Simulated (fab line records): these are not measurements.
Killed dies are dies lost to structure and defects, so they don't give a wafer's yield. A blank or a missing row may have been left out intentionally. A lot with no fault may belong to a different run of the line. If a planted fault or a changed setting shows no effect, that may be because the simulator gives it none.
Which tool did it?	flow berkeley cmos170	7 lots, 21 wafers sampled, at 2 steps of a route of 331

## WHAT THE GAUGES READ, wafer by wafer
UCB170_FIELD_THK_MEAS_90.
lot	measured	on	FIELD_OXIDE_LEFT_1_THK (nm)
L613	day 6 14:20	film metro-01	430 422 427
L617	day 7 02:05	film metro-02	436 434 433
L619	day 7 09:28	film metro-01	437 442 447
L629	day 9 20:01	film metro-02	437 441 435
L631	day 10 05:14	film metro-02	452 449 454
L633	day 10 11:52	film metro-01	442 438 433

## EACH LOT AND THE TOOL THAT RAN IT (in order: tool; ch and the chambers of the sampled wafers; start)
lot	UCB170_PWELL_WET_ETCH_19
L613	wet bench-03 ch 0, day 4 07:23
L617	wet bench-03 ch 2, day 4 19:49
L619	wet bench-02 ch 3, day 5 04:37
L621	wet bench-03 ch 3, day 5 21:05
L629	wet bench-01 ch 1, day 7 09:58
L631	wet bench-02 ch 1, day 7 17:08
L633	wet bench-02 ch 0, day 8 03:16
- UCB170_PWELL_WET_ETCH_19: etches Si3N4 in H3PO4, time 14400 s.

## THE ANSWER, worked out from the rows above alone
Rule: the lots themselves supply what counts as usual. Put in order of their means at a reading, lots are off if they are a third of the lots or fewer, leave a main group of 4 or more, and stand apart from it by a gap of 3 or more times the standard deviation of the main group's means; of several such gaps the widest counts. If all means in a main group match to the digits the tables above print for the reading, that group is not used. Also off: a lot with no number at a reading for which 4 or more lots have one. Any other lot the step has rows for is counted as sound.
No lot is off on any of the readings shown, so nothing can be concluded from this.

## WHAT WAS PUT IN BY THE SIMULATOR
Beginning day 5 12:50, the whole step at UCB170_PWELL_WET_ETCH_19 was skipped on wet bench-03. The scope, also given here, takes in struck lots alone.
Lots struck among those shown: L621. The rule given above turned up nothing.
